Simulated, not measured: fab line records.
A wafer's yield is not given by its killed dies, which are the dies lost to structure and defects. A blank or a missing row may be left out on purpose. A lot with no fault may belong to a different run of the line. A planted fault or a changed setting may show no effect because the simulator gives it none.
Which tool did it? + flow rit_cmos + 39 wafers from 13 lots sampled at 2 of the route's 202 steps

WHAT EACH GAUGE READ, for each wafer
Not one reading of a measure or inspect step in the record can be checked against a usual standard deviation.

EACH LOT AND THE TOOL THAT RAN IT (in order: tool; ch and the chambers of the sampled wafers; start)
| lot  | RIT_ACTIVE_ETCH_13                | RIT_M1_PROBE_99        |
|------|-----------------------------------|------------------------|
| L534 | rie_diel-03 ch 0,1,2, day 1 14:43 | -                      |
| L535 | rie_diel-04 ch 1,2, day 1 19:50   | -                      |
| L536 | rie_diel-04 ch 2,3, day 2 00:55   | -                      |
| L541 | rie_diel-04 ch 0,1,3, day 3 01:43 | -                      |
| L543 | rie_diel-03 ch 1,3, day 3 11:43   | -                      |
| L544 | rie_diel-03 ch 1,3, day 3 16:50   | -                      |
| L548 | rie_diel-01 ch 1,2,3, day 4 12:50 | -                      |
| L549 | rie_diel-01 ch 0,1, day 4 17:50   | prober-02, day 6 11:15 |
| L551 | rie_diel-04 ch 0,1,2, day 5 03:52 | -                      |
| L552 | rie_diel-04 ch 1,2, day 5 08:50   | -                      |
| L554 | rie_diel-01 ch 0,2,3, day 5 19:26 | -                      |
| L555 | rie_diel-01 ch 0,2, day 5 23:43   | -                      |
| L557 | rie_diel-04 ch 0,1,2, day 6 09:50 | -                      |
- RIT_ACTIVE_ETCH_13: etches Si3N4 in SF6, stops on SiO2, time 210 s, target depth 210 nm.
- RIT_M1_PROBE_99

AS READ BY THE TOOLS THEMSELVES (means over the sampled wafers that have a number; for cases with no such wafer, the mark the record gives instead)
RIT_ACTIVE_ETCH_13. Usual: chamber_pressure_mTorr 259.97 mTorr, standard deviation 0.25; drypump_motor_current_A 5.8 A, standard deviation 0.51; oes_product_au 0.819 a.u., standard deviation 0.01; throttle_valve_pct 7.48 %, standard deviation 0.13.
| lot  | tool        | chamber_pressure_mTorr (mTorr) | drypump_motor_current_A (A) | oes_product_au (a.u.) | throttle_valve_pct (%) | flag |
|------|-------------|--------------------------------|-----------------------------|-----------------------|------------------------|------|
| L534 | rie_diel-03 | 260.15                         | 5.9                         | 0.821                 | 7.30                   |      |
| L535 | rie_diel-04 | 259.96                         | 5.6                         | 0.816                 | 7.53                   |      |
| L536 | rie_diel-04 | 259.87                         | 6.1                         | 0.817                 | 7.56                   |      |
| L541 | rie_diel-04 | 260.19                         | 5.6                         | 0.828                 | 7.56                   |      |
| L543 | rie_diel-03 | 311.96                         | 5.8                         | 0.816                 | 7.39                   | OFF  |
| L544 | rie_diel-03 | 312.22                         | 5.8                         | 0.819                 | 7.39                   | OFF  |
| L548 | rie_diel-01 | 260.01                         | 5.7                         | 0.813                 | 7.49                   |      |
| L549 | rie_diel-01 | 260.22                         | 6.1                         | 0.802                 | 7.63                   |      |
| L551 | rie_diel-04 | 260.01                         | 5.9                         | 0.818                 | 7.55                   |      |
| L552 | rie_diel-04 | 259.97                         | 6.1                         | 0.816                 | 7.53                   |      |
| L554 | rie_diel-01 | 259.72                         | 5.5                         | 0.816                 | 7.51                   |      |
| L555 | rie_diel-01 | 260.02                         | 5.6                         | 0.819                 | 7.47                   |      |
| L557 | rie_diel-04 | 259.94                         | 5.9                         | 0.813                 | 7.55                   |      |

RIT_M1_PROBE_99. Usual: killed_at_contacts 0.1, standard deviation 0.26; killed_at_front_end 7.5, standard deviation 2.8; killed_dies 7.6, standard deviation 2.8; killed_open 3.9, standard deviation 2.1; killed_short 3.7, standard deviation 1.7.
| lot  | tool      | killed_at_contacts | killed_at_front_end | killed_dies | killed_open | killed_short | flag |
|------|-----------|--------------------|---------------------|-------------|-------------|--------------|------|
| L549 | prober-02 | 0.0                | 7.7                 | 7.7         | 4.0         | 3.7          |      |

THE ANSWER, worked out from the rows above alone
Rule: a lot counts as off when the mean over its wafers that have a number is more than 3 standard deviations away from the usual mean. Also off: a lot with no number at a reading for which 4 or more lots have one. Where the step has rows for the other lots, those lots are counted as sound. After the gauges, taken in route order, come the tools' own readings; for these a lot's mean is taken, as printed above. The first step at which some lot is off is used, and at that step the reading that is off furthest; a lot without a number counts as furthest.
Off: L543, L544, at RIT_ACTIVE_ETCH_13 (chamber_pressure_mTorr).
If a tool, at that step or one of the process steps before it, ran each lot that is off and ran no sound lot following the first of them, it fits. One candidate fits, namely rie_diel-03 at RIT_ACTIVE_ETCH_13. A fault onset in the window from L534 (day 1 14:43, its last sound lot) to L543 (day 3 11:43, its first lot off) fits.
The tool's own readings at RIT_ACTIVE_ETCH_13 bear it out: on the lots that are off they differ by more than 5 times the standard deviation of the sound lots' means. chamber_pressure_mTorr reads 312.09 mTorr there against 260.01 mTorr on the sound lots.

WHAT WAS PUT IN BY THE SIMULATOR
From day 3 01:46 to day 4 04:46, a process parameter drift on rie_diel-03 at RIT_ACTIVE_ETCH_13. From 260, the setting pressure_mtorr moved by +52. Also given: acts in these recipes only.
Shown lots that were struck: L543, L544. Same finding as the rule above.
